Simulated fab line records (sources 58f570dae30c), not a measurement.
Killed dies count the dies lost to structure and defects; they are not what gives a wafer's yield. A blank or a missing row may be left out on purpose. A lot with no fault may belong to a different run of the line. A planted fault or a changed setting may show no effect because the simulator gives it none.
What tool caused it?    flow berkeley cmos170    route of 331 steps, sampled at 1 step: 13 lots, 39 wafers

## WHAT EACH GAUGE READ, for each wafer
UCB170_START_BOW_MEAS_00.
lot   measured     on             INCOMING_BOW (um)
L182  day 1 15:02  film metro-03  -1 -13 -2
L183  day 1 20:00  film metro-03  -8 1 -4
L184  day 2 01:00  film metro-04  -3 7 -6
L186  day 2 11:00  film metro-04  -2 5 0
L187  day 2 16:00  film metro-03  0 -3 13
L196  day 4 13:01  film metro-03  6 0 6
L197  day 4 18:01  film metro-04  -9 1 3
L198  day 4 23:00  film metro-04  -5 10 -2
L199  day 5 04:02  film metro-04  4 -5 -4
L200  day 5 09:01  film metro-01  -10 2 -9
L201  day 5 14:00  film metro-04  6 -9 3
L203  day 6 00:00  film metro-01  -8 -1 1
L204  day 6 05:09  film metro-01  1 0 -2

## EACH LOT AND THE TOOL THAT RAN IT (in order: tool; ch and the chambers of the sampled wafers; start)
The record holds no process step before these readings.

## WHAT THE TOOLS THEMSELVES READ (means of the sampled wafers that have a number; where no wafer has one, the mark that the record gives instead)
The record holds no such reading with a usual standard deviation.

## THE ANSWER, worked out from the rows above alone
Rule: what is usual is taken from the lots themselves. The widest of any qualifying gaps counts: lots, ordered by their means at a reading, are off when they make up no more than a third of the lots, leave a main group of 4 or more, and stand apart from it by 3 or more times the standard deviation of that group's means. The tables above print the reading to a certain number of digits; a main group whose means all agree to those digits is not used. Also off: a lot with no number at a reading for which 4 or more lots have one. Where the step has rows for the other lots, those lots are counted as sound. Order of review: gauges by route order, followed by the tools' own readings, for which a lot's mean as printed above is used. The first step at which some lot is off is used, and at that step the reading that is off furthest; a lot without a number counts as furthest.
None of the lots is off at any reading shown; this tells nothing.

## WHAT THE SIMULATOR HAD PUT IN
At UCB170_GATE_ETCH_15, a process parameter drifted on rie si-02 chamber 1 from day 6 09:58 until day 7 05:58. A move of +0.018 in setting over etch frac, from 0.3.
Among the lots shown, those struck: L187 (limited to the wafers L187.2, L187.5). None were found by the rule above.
